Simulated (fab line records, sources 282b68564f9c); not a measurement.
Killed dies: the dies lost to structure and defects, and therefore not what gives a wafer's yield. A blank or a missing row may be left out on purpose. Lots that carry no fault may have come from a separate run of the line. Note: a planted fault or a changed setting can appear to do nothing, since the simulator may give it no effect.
Tool commonality check	flow rit-cmos	Sampled: 15 lots, 45 wafers

== WHAT PROMPTED THE OPENING ==
Of 15 lots, 3 have the reading NRETRO_TW flagged at RIT_NRETRO_TW_MEAS_10. Wafers without a fault read 1059, standard deviation 6.2.
Rule: flag the lot when none of its wafers has a number, or when each of its wafers that has one lies beyond 4 standard deviations from that mean. The rest of the lots are taken to be sound.

lot	measured	on	NRETRO_TW, wafer by wafer	flag
L186	day 2 07:56	film-metro-03	1067 1054 1061	
L187	day 2 11:11	film-metro-02	1055 1051 1047	
L188	day 2 18:25	film-metro-01	1058 1057 1053	
L189	day 2 23:24	film-metro-03	1059 1064 1055	
L190	day 3 04:55	film-metro-03	1058 1062 1064	
L193	day 3 19:25	film-metro-03	1054 1048 1055	
L194	day 4 04:00	film-metro-03	1068 1069 1067	
L197	day 4 16:35	film-metro-03	1120 1110 1109	FLAGGED
L198	day 4 22:28	film-metro-03	1108 1111 1108	FLAGGED
L199	day 5 03:25	film-metro-01	1102 1097 1095	FLAGGED
L203	day 6 04:29	film-metro-02	1060 1061 1054	
L205	day 6 12:38	film-metro-01	1051 1056 1047	
L206	day 7 02:35	film-metro-03	1065 1059 1060	
L207	day 7 02:50	film-metro-03	1062 1064 1066	
L209	day 7 15:55	film-metro-02	1058 1053 1054	
The mean of the flagged lots' numbers is 1107, +48 from the usual (+8 standard deviations).

== EACH LOT AND THE TOOL IT RAN ON ==
The record holds 1 process step before the reading, out of a route of 202 steps. Cell contents, in order: the tool; ch with the chambers the sampled wafers went through; the start.
lot	flag	RIT_NRETRO_IMPLANT_08
L186		implanter-03 ch 0, day 2 07:37
L187		implanter-02 ch 0, day 2 10:52
L188		implanter-02 ch 0, day 2 18:07
L189		implanter-03 ch 0, day 2 23:07
L190		implanter-03 ch 0, day 3 04:36
L193		implanter-01 ch 0, day 3 19:06
L194		implanter-02 ch 0, day 4 03:41
L197	FLAGGED	implanter-03 ch 0, day 4 16:18
L198	FLAGGED	implanter-03 ch 0, day 4 22:08
L199	FLAGGED	implanter-03 ch 0, day 5 03:06
L203		implanter-01 ch 0, day 6 04:10
L205		implanter-01 ch 0, day 6 12:20
L206		implanter-01 ch 0, day 7 02:16
L207		implanter-02 ch 0, day 7 02:31
L209		implanter-01 ch 0, day 7 15:37
What is done by these steps:
- RIT_NRETRO_IMPLANT_08
- RIT_NRETRO_TW_MEAS_10

== FLAGGED AGAINST TOTAL, ONE TOOL AT A TIME (gauges that did the reading follow at the end) ==
step	tool	lots run	flagged	share of the flagged lots	sound lots run after its first flagged lot
RIT_NRETRO_IMPLANT_08	implanter-01	5	0	none	-
RIT_NRETRO_IMPLANT_08	implanter-02	4	0	none	-
RIT_NRETRO_IMPLANT_08	implanter-03	6	3	all	0
RIT_NRETRO_TW_MEAS_10	film-metro-01	3	1	some	1 (L205)
RIT_NRETRO_TW_MEAS_10	film-metro-02	3	0	none	-
RIT_NRETRO_TW_MEAS_10	film-metro-03	9	2	some	2 (L206,L207)

== WHAT THE TABLE PERMITS ==
1 row of the table ran every flagged lot: implanter-03 at RIT_NRETRO_IMPLANT_08.
- implanter-03 at RIT_NRETRO_IMPLANT_08 ran 6 lots, 3 of them flagged. Its last sound lot is L190 (day 3 04:36), its first flagged lot L197 (day 4 16:18): a fault that began between those two fits. Its own readings (beam-energy-keV) fall more than 4 standard deviations out on all wafers of the flagged lots.
Just one tool remains: implanter-03 at RIT_NRETRO_IMPLANT_08.

== WHAT HAD BEEN PUT IN BY THE SIMULATOR ==
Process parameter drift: implanter-03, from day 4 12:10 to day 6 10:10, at RIT_NRETRO_IMPLANT_08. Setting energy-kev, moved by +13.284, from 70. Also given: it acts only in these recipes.
Shown lots that were struck: L197, L198, L199. Same finding as the rule above.
